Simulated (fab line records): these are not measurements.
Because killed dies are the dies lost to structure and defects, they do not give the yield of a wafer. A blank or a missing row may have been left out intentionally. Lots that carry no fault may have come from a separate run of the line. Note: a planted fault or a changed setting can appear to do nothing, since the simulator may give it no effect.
What tool caused it? | flow berkeley cmos170 | Sampling: 14 lots, 42 wafers, 3 of 331 route steps

WHAT THE GAUGES SHOWED, per wafer
UCB170_PVT_TW_MEAS_09.
lot  | measured     | on            | PVT_TW
L615 | day 6 14:07  | film metro-04 | 514 516 516
L616 | day 7 05:32  | film metro-04 | 516 515 514
L617 | day 7 06:05  | film metro-01 | 503 504 501
L619 | day 7 15:10  | film metro-01 | 506 504 503
L618 | day 7 15:31  | film metro-02 | 501 503 502
L622 | day 7 23:05  | film metro-01 | 507 504 506
L623 | day 7 23:21  | film metro-01 | 502 505 506
L621 | day 8 00:04  | film metro-01 | 508 510 508
L624 | day 8 12:58  | film metro-04 | 514 514 515
L632 | day 10 11:55 | film metro-01 | 504 503 504
L634 | day 10 15:33 | film metro-01 | 502 505 502
L635 | day 11 01:20 | film metro-04 | 513 508 513
L637 | day 11 01:27 | film metro-01 | 502 503 504
L638 | day 11 09:32 | film metro-02 | 504 506 504

UCB170_PLDD_OVL_MEAS_07.
lot  | measured     | on         | PLDD_OVL (nm)
L615 | day 7 09:07  | overlay-02 | -5 -4 -6
L616 | day 7 21:57  | overlay-01 | -7 -9 -4
L617 | day 7 20:20  | overlay-01 | 8 5 5
L619 | day 8 12:50  | overlay-02 | -5 -6 -1
L618 | day 8 13:01  | overlay-02 | -1 -1 1
L622 | day 8 16:24  | overlay-02 | 9 14 9
L623 | day 8 16:42  | overlay-01 | 7 -2 2
L621 | day 8 16:49  | overlay-02 | -7 1 -2
L624 | day 9 09:17  | overlay-01 | 7 1 9
L632 | day 11 04:08 | overlay-02 | 10 7 3
L634 | day 11 04:44 | overlay-01 | -8 -4 -11
L635 | day 11 17:44 | overlay-02 | 0 -1 -1
L637 | day 11 18:01 | overlay-02 | 2 -5 4
L638 | day 12 04:28 | overlay-01 | -1 0 -4

UCB170_V1_THK_MEAS_01.
lot  | measured     | on            | V1_TEOS_THK (nm)
L615 | day 8 08:55  | film metro-03 | 1995 1991 2006
L616 | day 9 01:21  | film metro-04 | 1989 2006 1996
L617 | day 9 00:00  | film metro-04 | 2003 2034 2040
L619 | day 9 17:18  | film metro-01 | 2002 2060 2042
L618 | day 9 18:33  | film metro-04 | 1962 1997 1987
L622 | day 9 18:38  | film metro-04 | 2050 2072 1998
L623 | day 9 18:43  | film metro-03 | 1954 1996 1978
L621 | day 9 19:53  | film metro-03 | 2006 1986 2009
L624 | day 11 00:49 | film metro-03 | 1987 1976 2009
L632 | day 12 05:35 | film metro-04 | 2025 2046 2053
L634 | day 12 08:19 | film metro-03 | 1981 1981 1974
L635 | day 13 00:01 | film metro-01 | 2023 1977 2013
L637 | day 13 00:00 | film metro-04 | 1996 1987 2038
L638 | day 13 02:35 | film metro-04 | 1978 2033 1994

WHAT TOOL EACH LOT RAN ON (gives the tool, then ch and the chambers of the sampled wafers, and finally the start)
Before these readings, the record contains no process step.

AS READ BY THE TOOLS THEMSELVES (means over the sampled wafers that have a number; for cases with no such wafer, the mark the record gives instead)
The record holds no such reading with a usual standard deviation.

THE ANSWER, worked out from the rows above alone
Rule: the lots themselves supply what counts as usual. The widest of any qualifying gaps counts: lots, ordered by their means at a reading, are off when they make up no more than a third of the lots, leave a main group of 4 or more, and stand apart from it by 3 or more times the standard deviation of that group's means. A main group is skipped when, at the precision printed for the reading in the tables above, its means are all equal. A lot without any number at a reading at which 4 lots or more have one is off too. Where the step has rows for the other lots, those lots are counted as sound. First the gauges in route order, then the tools' own readings, where a lot's mean is used as printed above. At the first step where some lot is off, the reading lying furthest off is the one used; lots without a number count as furthest.
No lot is off on any of the readings shown, so nothing can be concluded from this.

WHAT HAD BEEN PUT IN BY THE SIMULATOR
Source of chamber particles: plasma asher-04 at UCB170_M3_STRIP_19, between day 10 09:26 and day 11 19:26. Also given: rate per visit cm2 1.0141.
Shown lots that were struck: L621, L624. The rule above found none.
